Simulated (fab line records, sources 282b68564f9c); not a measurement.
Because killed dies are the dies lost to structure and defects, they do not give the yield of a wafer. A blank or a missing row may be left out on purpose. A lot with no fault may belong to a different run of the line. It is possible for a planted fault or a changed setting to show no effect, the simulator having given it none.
What tool caused it? :: flow rit_cmos :: 45 wafers sampled from 15 lots at 1 step of a route of 202

WHAT THE GAUGES SHOWED, per wafer
The record holds no reading of a measuring or inspecting step that can be judged against a usual standard deviation.

WHAT TOOL EACH LOT RAN ON (gives the tool, then ch and the chambers of the sampled wafers, and finally the start)
lot: L818
RIT_PRETRO_EXPOSE_03: iline_stepper-02 ch 0, day 2 08:16

lot: L819
RIT_PRETRO_EXPOSE_03: iline_stepper-02 ch 0, day 2 12:54

lot: L821
RIT_PRETRO_EXPOSE_03: iline_stepper-01 ch 0, day 3 04:02

lot: L823
RIT_PRETRO_EXPOSE_03: iline_stepper-01 ch 0, day 3 10:29

lot: L824
RIT_PRETRO_EXPOSE_03: iline_stepper-02 ch 0, day 3 18:42

lot: L825
RIT_PRETRO_EXPOSE_03: iline_stepper-01 ch 0, day 3 22:07

lot: L826
RIT_PRETRO_EXPOSE_03: iline_stepper-02 ch 0, day 4 00:41

lot: L827
RIT_PRETRO_EXPOSE_03: iline_stepper-02 ch 0, day 4 08:48

lot: L828
RIT_PRETRO_EXPOSE_03: iline_stepper-01 ch 0, day 4 12:32

lot: L830
RIT_PRETRO_EXPOSE_03: iline_stepper-01, day 4 23:28

lot: L831
RIT_PRETRO_EXPOSE_03: iline_stepper-01, day 5 04:04

lot: L832
RIT_PRETRO_EXPOSE_03: iline_stepper-01, day 5 10:02

lot: L839
RIT_PRETRO_EXPOSE_03: iline_stepper-01 ch 0, day 7 03:13

lot: L840
RIT_PRETRO_EXPOSE_03: iline_stepper-01 ch 0, day 7 09:35

lot: L841
RIT_PRETRO_EXPOSE_03: iline_stepper-01 ch 0, day 7 14:46
- RIT_PRETRO_EXPOSE_03: exposes mask M5, target cd 43700 nm.

WHAT THE TOOLS THEMSELVES READ (means of the sampled wafers that have a number; where no wafer has one, the mark that the record gives instead)
RIT_PRETRO_EXPOSE_03. Usual: exposure_dose_mJ_cm2 249.95, standard deviation 0.23; focus_offset_nm 0.0 nm, standard deviation 0.56.
lot: L818
tool: iline_stepper-02
exposure_dose_mJ_cm2: 249.65
focus_offset_nm (nm): -0.7
flag: 

lot: L819
tool: iline_stepper-02
exposure_dose_mJ_cm2: 250.01
focus_offset_nm (nm): 0.2
flag: 

lot: L821
tool: iline_stepper-01
exposure_dose_mJ_cm2: 249.96
focus_offset_nm (nm): 0.3
flag: 

lot: L823
tool: iline_stepper-01
exposure_dose_mJ_cm2: 249.91
focus_offset_nm (nm): -0.2
flag: 

lot: L824
tool: iline_stepper-02
exposure_dose_mJ_cm2: 249.91
focus_offset_nm (nm): -0.1
flag: 

lot: L825
tool: iline_stepper-01
exposure_dose_mJ_cm2: 249.94
focus_offset_nm (nm): -0.3
flag: 

lot: L826
tool: iline_stepper-02
exposure_dose_mJ_cm2: 249.83
focus_offset_nm (nm): -0.1
flag: 

lot: L827
tool: iline_stepper-02
exposure_dose_mJ_cm2: 249.99
focus_offset_nm (nm): -0.5
flag: 

lot: L828
tool: iline_stepper-01
exposure_dose_mJ_cm2: 250.18
focus_offset_nm (nm): 0.4
flag: 

lot: L830
tool: iline_stepper-01
exposure_dose_mJ_cm2: -
focus_offset_nm (nm): -
flag: OFF

lot: L831
tool: iline_stepper-01
exposure_dose_mJ_cm2: -
focus_offset_nm (nm): -
flag: OFF

lot: L832
tool: iline_stepper-01
exposure_dose_mJ_cm2: -
focus_offset_nm (nm): -
flag: OFF

lot: L839
tool: iline_stepper-01
exposure_dose_mJ_cm2: 249.82
focus_offset_nm (nm): 0.7
flag: 

lot: L840
tool: iline_stepper-01
exposure_dose_mJ_cm2: 250.02
focus_offset_nm (nm): -0.9
flag: 

lot: L841
tool: iline_stepper-01
exposure_dose_mJ_cm2: 249.81
focus_offset_nm (nm): 0.6
flag: 

THE ANSWER, worked out from the rows above alone
Rule: take the mean of a lot's wafers that have a number; if it is more than 3 standard deviations from the usual mean, the lot is off. Also off: a lot with no number at a reading for which 4 or more lots have one. The other lots that the step has rows for count as sound. Order of review: gauges by route order, followed by the tools' own readings, for which a lot's mean as printed above is used. The first step at which some lot is off is used, and at that step the reading that is off furthest; a lot without a number counts as furthest.
Off: L830, L831, L832 (RIT_PRETRO_EXPOSE_03, exposure_dose_mJ_cm2). Without a number there: L830, L831, L832.
If a tool, at that step or one of the process steps before it, ran each lot that is off and ran no sound lot following the first of them, it fits. Of those tried, none fits.

WHAT HAD BEEN PUT IN BY THE SIMULATOR
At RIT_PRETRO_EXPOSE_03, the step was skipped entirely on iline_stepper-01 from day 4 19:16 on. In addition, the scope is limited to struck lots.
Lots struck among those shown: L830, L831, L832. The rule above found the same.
